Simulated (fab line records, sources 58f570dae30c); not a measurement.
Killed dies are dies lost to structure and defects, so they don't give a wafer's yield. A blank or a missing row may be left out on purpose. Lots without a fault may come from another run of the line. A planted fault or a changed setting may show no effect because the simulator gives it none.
Which tool did it? | flow berkeley_cmos170 | 8 lots, 24 wafers sampled, at 2 steps of a route of 331

WHAT THE GAUGES READ, wafer by wafer
UCB170_NWELL_THK_MEAS_05.
lot  | measured    | on            | NWELL_NITRIDE_THK (nm)
L174 | day 2 10:39 | film_metro-02 | 219.7 222.7 221.5
L176 | day 2 23:51 | film_metro-04 | 223.3 225.4 224.4
L178 | day 3 10:29 | film_metro-02 | 224.6 227.0 224.9
L180 | day 3 14:32 | film_metro-04 | 223.9 222.8 223.7
L182 | day 3 23:30 | film_metro-02 | 225.8 223.3 223.6
L184 | day 4 12:03 | film_metro-03 | 256.4 258.8 258.7 256.5 258.7 258.7
L186 | day 5 00:54 | film_metro-03 | 257.4 256.4 257.2 257.3 256.8 257.2
L195 | day 6 19:41 | film_metro-03 | 222.9 224.1 222.5

WHICH TOOL RAN EACH LOT (tool, then ch and the chambers of the sampled wafers, then the start)
lot  | UCB170_NWELL_CVD_04
L174 | lpcvd-02 ch 1, day 2 08:43
L176 | lpcvd-02 ch 0, day 2 21:55
L178 | lpcvd-01 ch 0, day 3 08:34
L180 | lpcvd-01 ch 1, day 3 12:37
L182 | lpcvd-02 ch 1, day 3 21:34
L184 | lpcvd-01 ch 0, day 4 10:07
L186 | lpcvd-01 ch 0, day 4 22:57
L195 | lpcvd-02 ch 0, day 6 17:44
- UCB170_NWELL_CVD_04: deposits Si3N4 from SiH2Cl2/NH3, target thk 224 nm, time 3360 s.

THE ANSWER, worked out from the rows above alone
Rule: what is usual is taken from the lots themselves. Put in order of their means at a reading, lots are off if they are a third of the lots or fewer, leave a main group of 4 or more, and stand apart from it by a gap of 3 or more times the standard deviation of the main group's means; of several such gaps the widest counts. A main group whose means are all the same, to the digits that the tables above print for the reading, isn't used. A lot without any number at a reading at which 4 lots or more have one is off too. The other lots that the step has rows for count as sound.
Off: L184, L186, at UCB170_NWELL_THK_MEAS_05 (NWELL_NITRIDE_THK). The main group: mean 223.7 nm, standard deviation 1.3.
A tool fits if, at a process step before that reading, it ran every lot that is off, and no sound lot after the first of them. The gauges at UCB170_NWELL_THK_MEAS_05 are tried like those tools. One fits: lpcvd-01 at UCB170_NWELL_CVD_04. Its last sound lot is L180 (day 3 12:37), its first lot that is off L184 (day 4 10:07): a fault that began between those two fits.

WHAT THE SIMULATOR HAD PUT IN
Process parameter drift: lpcvd-01, from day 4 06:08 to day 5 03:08, at UCB170_NWELL_CVD_04. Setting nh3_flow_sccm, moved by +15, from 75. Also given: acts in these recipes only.
Lots struck among those shown: L184, L186. The rule above found the same.
